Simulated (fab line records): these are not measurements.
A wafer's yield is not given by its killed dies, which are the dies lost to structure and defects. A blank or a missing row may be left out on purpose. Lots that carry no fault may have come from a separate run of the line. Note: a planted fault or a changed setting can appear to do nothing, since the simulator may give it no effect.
Check of tool commonality	flow rit_cmos	14 lots and 48 wafers in the sample

WHY IT WAS OPENED
Of 14 lots, 2 have the reading PSD_RS flagged at RIT_SDANNEAL_RS_MEAS_04. No-fault wafers: 115.90 ohm/sq, standard deviation 0.29.
Rule: a lot is flagged in two cases, either no wafer of it has a number, or all its wafers with numbers fall more than 4 standard deviations from that mean. The rest of the lots are taken to be sound.

lot	measured	on	PSD_RS (ohm/sq), wafer by wafer	flag
L712	day 3 03:23	film_metro-03	115.80 115.71 115.95	
L713	day 3 09:22	film_metro-03	115.81 115.60 115.23	
L714	day 3 13:17	film_metro-02	116.29 116.25 116.16	
L715	day 3 19:11	film_metro-03	115.81 115.60 115.48	
L716	day 4 04:48	film_metro-02	115.56 115.70 115.73	
L717	day 4 06:32	film_metro-03	115.90 115.85 116.25	
L719	day 4 15:05	film_metro-02	115.87 116.04 116.05	
L721	day 5 03:43	film_metro-02	115.96 115.89 115.89	
L729	day 7 05:51	film_metro-01	120.72 120.40 120.44 120.47 120.73 120.76	FLAGGED
L731	day 7 07:29	film_metro-03	120.17 119.96 120.16 119.83 120.09 120.04	FLAGGED
L732	day 7 12:29	film_metro-03	115.51 115.98 116.10	
L733	day 7 21:07	film_metro-03	115.84 115.97 116.28	
L734	day 8 02:50	film_metro-01	116.26 115.97 116.03	
L735	day 8 05:05	film_metro-02	116.20 116.05 115.81	
The mean of the flagged lots' numbers is 120.31 ohm/sq, +4.41 ohm/sq from the usual (+15 standard deviations).

WHICH TOOL EACH LOT WENT THROUGH
The record keeps 1 process step preceding the reading, out of 202 steps on the route. Each cell gives the tool, then ch followed by the chambers the sampled wafers passed through, then the start.
lot	flag	RIT_PSD_IMPLANT_08
L712		implanter-01 ch 0, day 3 02:34
L713		implanter-01 ch 0, day 3 08:34
L714		implanter-04 ch 0, day 3 12:28
L715		implanter-03 ch 0, day 3 18:22
L716		implanter-01 ch 0, day 4 03:56
L717		implanter-03 ch 0, day 4 05:44
L719		implanter-01 ch 0, day 4 14:16
L721		implanter-01 ch 0, day 5 02:54
L729	FLAGGED	implanter-04 ch 0, day 7 05:02
L731	FLAGGED	implanter-04 ch 0, day 7 06:39
L732		implanter-03 ch 0, day 7 11:39
L733		implanter-03 ch 0, day 7 20:20
L734		implanter-03 ch 0, day 8 02:01
L735		implanter-03 ch 0, day 8 04:17
What the steps here do:
- RIT_PSD_IMPLANT_08
- RIT_SDANNEAL_RS_MEAS_04: measures by four-point-probe.

FLAGGED OVER TOTAL, TOOL BY TOOL (the gauges that took the reading come last)
step	tool	lots run	flagged	share of the flagged lots	sound lots run after its first flagged lot
RIT_PSD_IMPLANT_08	implanter-01	5	0	none	-
RIT_PSD_IMPLANT_08	implanter-03	6	0	none	-
RIT_PSD_IMPLANT_08	implanter-04	3	2	all	0
RIT_SDANNEAL_RS_MEAS_04	film_metro-01	2	1	some	1 (L734)
RIT_SDANNEAL_RS_MEAS_04	film_metro-02	5	0	none	-
RIT_SDANNEAL_RS_MEAS_04	film_metro-03	7	1	some	2 (L732,L733)

WHAT THE TABLE PERMITS
Rows of the table that ran each flagged lot: 1, that is implanter-04 at RIT_PSD_IMPLANT_08.
- implanter-04 at RIT_PSD_IMPLANT_08: 2 of its 3 lots flagged. Its last sound lot is L714 (day 3 12:28), its first flagged lot L729 (day 7 05:02): a fault that began between those two fits. Its own readings lie more than 4 standard deviations out on every wafer of the flagged lots: beam_energy_keV.
Just one tool remains: implanter-04 at RIT_PSD_IMPLANT_08.

WHAT HAD BEEN PUT IN BY THE SIMULATOR
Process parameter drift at RIT_PSD_IMPLANT_08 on implanter-04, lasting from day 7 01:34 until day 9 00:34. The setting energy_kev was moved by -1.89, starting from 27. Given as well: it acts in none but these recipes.
Shown lots that were struck: L729, L731. The rule above reached the same finding.
